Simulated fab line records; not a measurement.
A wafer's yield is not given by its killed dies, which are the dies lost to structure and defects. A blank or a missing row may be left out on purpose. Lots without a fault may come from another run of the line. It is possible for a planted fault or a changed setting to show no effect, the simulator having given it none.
A lot that was struck, set against a sound lot ; flow rit-cmos ; 14 steps out of a route of 202
Sound: these wafers, L951.2, L951.3, L951.4. Wafers L944.1, L944.5, L944.6 were the ones struck. The cause comes at the end.
Per side, at each step with rows, come the tool, then ch with its chambers, and then its first start. Under that, the readings that differ: sound wafers ; struck wafers ; difference of the means ; sigmas: that difference in standard deviations of wafers without a fault.
alike: a reading whose means differ by less than 2 such deviations, as well as words and numbers matching on both sides. not compared: withheld readings; readings where some wafer has no value; bounds like >300 that might hide an equal value; numbers whose values overlap and for which the record gives no deviation.
Wherever a step has rows on one side only, a row that says differs or no value, or a row with sigmas, the two part there. Non-overlapping numbers with no deviation appear without sigmas and do not part them. Lack of a reading on every wafer of one side parts them only where that side has two or more wafers.

first, 4 steps without rows for these wafers: RIT_PLDD_SOFTBAKE_02 (time 60 s); RIT_PLDD_EXPOSE_03 (exposes mask M8, target cd 40900 nm); RIT_PLDD_PEB_04; RIT_PLDD_DEVELOP_05 (develop time 50 s).
RIT_PLDD_OVL_MEAS_06:
  sound: overlay-01 at day 7 16:41; struck: overlay-01 at day 6 08:38
  alike: PLDD_OVL
then, 2 steps without rows for these wafers: RIT_PLDD_HARDBAKE_07 (time 60 s); RIT_PLDD_IMPLANT_08.
RIT_PLDD_STRIP_09: strips in O2, time 180 s.
  sound on plasma-asher-01 ch 0,1, day 7 17:06; struck on plasma-asher-01 ch 0,1, day 6 08:58
  alike: drypump-motor-current-A
  not compared: rf-hours-counter-h
RIT_PLDD_TW_MEAS_10:
  sound: film-metro-01 at day 7 17:17; struck: film-metro-01 at day 6 09:08
  alike: PLDD_TW
then, 3 steps without rows for these wafers: RIT_SPACER_CLEAN_00 (cleans in SC1, time 600 s); RIT_SPACER_CLEAN_01 (cleans in dHF, time 30 s); RIT_SPACER_CLEAN_02 (cleans in SC2, time 600 s).
RIT_SPACER_CVD_03: deposits Si3N4 from SiH2Cl2/NH3, target thk 250 nm, time 3300 s.
  sound on lpcvd-02 ch 1, day 7 17:44; struck on lpcvd-01 ch 0, day 6 09:34
  no value came back on the struck wafers for nh3-flow-sccm (sccm), pressure-mtorr (mTorr), spike-tc-centre-C (C); on the sound wafers nh3-flow-sccm (sccm) reads 149.8 149.8 150.2
RIT_M1_PROBE_99:
  rows exist in the record for the sound wafers here (prober-02, day 8 06:48), none for the struck ones

== WHERE THEY PART ==
Last at RIT_M1_PROBE_99 as far as this record goes, first at RIT_SPACER_CVD_03.

WHY: whatever the simulator had introduced
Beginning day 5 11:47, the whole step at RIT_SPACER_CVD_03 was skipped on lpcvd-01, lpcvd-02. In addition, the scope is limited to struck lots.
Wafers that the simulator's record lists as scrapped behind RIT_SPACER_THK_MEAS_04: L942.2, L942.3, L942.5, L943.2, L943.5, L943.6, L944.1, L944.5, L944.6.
